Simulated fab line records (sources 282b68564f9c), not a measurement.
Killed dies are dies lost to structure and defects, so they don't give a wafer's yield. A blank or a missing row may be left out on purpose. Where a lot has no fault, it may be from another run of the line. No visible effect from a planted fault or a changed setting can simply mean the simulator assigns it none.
Comparing a struck lot with a sound one | flow rit-cmos | 18 steps out of a route of 202
Sound: the wafers L150.1, L150.2, L150.3. Struck: wafers L161.1, L161.3, L161.5. The cause is named last.
For every step that has rows: the tool of each side, followed by ch and its chambers, followed by its first start. Under that, the readings that differ: sound wafers | struck wafers | difference of the means | sigmas: that difference in standard deviations of wafers without a fault.
alike: readings with means less than 2 such deviations apart, plus words and numbers identical on both sides. not compared: withheld readings, readings lacking a value on some wafer, bounds such as >300 that could conceal the same value, and numbers that have no deviation in the record and whose values overlap.
The two part at a step that has a row with sigmas, a row that says differs or no value, or rows on one side only. Numbers that have no deviation but don't overlap get no sigmas and don't part them. A reading that every wafer of one side lacks parts them only if that side has two wafers or more.

first, 4 steps without rows for these wafers: RIT_NWELL_SOFTBAKE_02 (time 60 s); RIT_NWELL_EXPOSE_03 (exposes mask M2, target cd 43900 nm); RIT_NWELL_PEB_04; RIT_NWELL_DEVELOP_05 (develop time 68 s).
RIT_NWELL_OVL_MEAS_06:
  struck on overlay-01, day 5 01:35; sound on overlay-02, day 2 23:52
  alike: NWELL_OVL
then, 2 steps without rows for these wafers: RIT_NWELL_HARDBAKE_07 (time 120 s); RIT_NWELL_IMPLANT_08.
RIT_NWELL_STRIP_09: strips in O2, time 180 s.
  sound on plasma-asher-02 ch 0,1, day 3 00:18; struck on plasma-asher-03 ch 0,1, day 5 02:02
  alike: drypump-motor-current-A
  not compared: rf-hours-counter-h
RIT_NWELL_TW_MEAS_10:
  struck on film-metro-01, day 5 02:12; sound on film-metro-03, day 3 00:28
  alike: NWELL_TW
then, 3 steps without rows for these wafers: RIT_PWELL_HMDS_00 (prime time 60 s); RIT_PWELL_COAT_01 (resist thk 1300 nm); RIT_PWELL_SOFTBAKE_02 (time 60 s).
RIT_PWELL_EXPOSE_03: exposes mask M3, target cd 43700 nm.
  sound on iline-stepper-01 ch 0, day 3 01:07; struck on iline-stepper-02 ch 0, day 5 02:43
  reading                       | sound             | struck      | difference | sigmas
  model.PWELL.overlay-x-nm (nm) | 1.379 1.379 1.379 | 360 360 360 | +359       |
  alike: mask, focus-offset-nm
then, 2 steps without rows for these wafers: RIT_PWELL_PEB_04; RIT_PWELL_DEVELOP_05 (develop time 68 s).
RIT_PWELL_OVL_MEAS_06:
  struck on overlay-01, day 5 03:08; sound on overlay-02, day 3 01:32
  reading        | sound        | struck            | difference | sigmas
  PWELL_OVL (nm) | 0.2 2.1 -0.6 | 359.3 359.9 359.4 | +359.0     | +99 or more
then, 1 step without rows for these wafers: RIT_PWELL_HARDBAKE_07 (time 120 s).
RIT_M1_PROBE_99:
  struck on prober-02, day 6 19:01; sound on prober-01, day 4 17:13
  reading                                        | sound                | struck               | difference | sigmas
  model.etest.well-edge-left.line-ohm-um         | 183.9 180.9 181.6    | 214.7 218.4 216.4    | +34.4      |
  model.etest.well-edge-right.line-ohm-um        | 183.2 180.7 182.4    | 162.6 163.9 164      | -18.6      |
  model.etest.iso-nwell-nwell.bv-v (V)           | 22.12 22.18 22.09    | 20.34 19.99 19.89    | -2.06      |
  model.etest.iso-nplus-nwell.lateral-log10-a-um | -9.448 -9.437 -9.476 | -9.514 -9.482 -9.524 | -0.053     |
  alike: killed-at-contacts, killed-at-front-end, killed-dies, killed-on-rim, killed-open, killed-short

== WHERE THEY PART ==
Only at RIT_PWELL_OVL_MEAS_06, within this record. Later steps at which nothing parts them and some readings are alike: RIT_M1_PROBE_99.

WHY: what had been put in by the simulator
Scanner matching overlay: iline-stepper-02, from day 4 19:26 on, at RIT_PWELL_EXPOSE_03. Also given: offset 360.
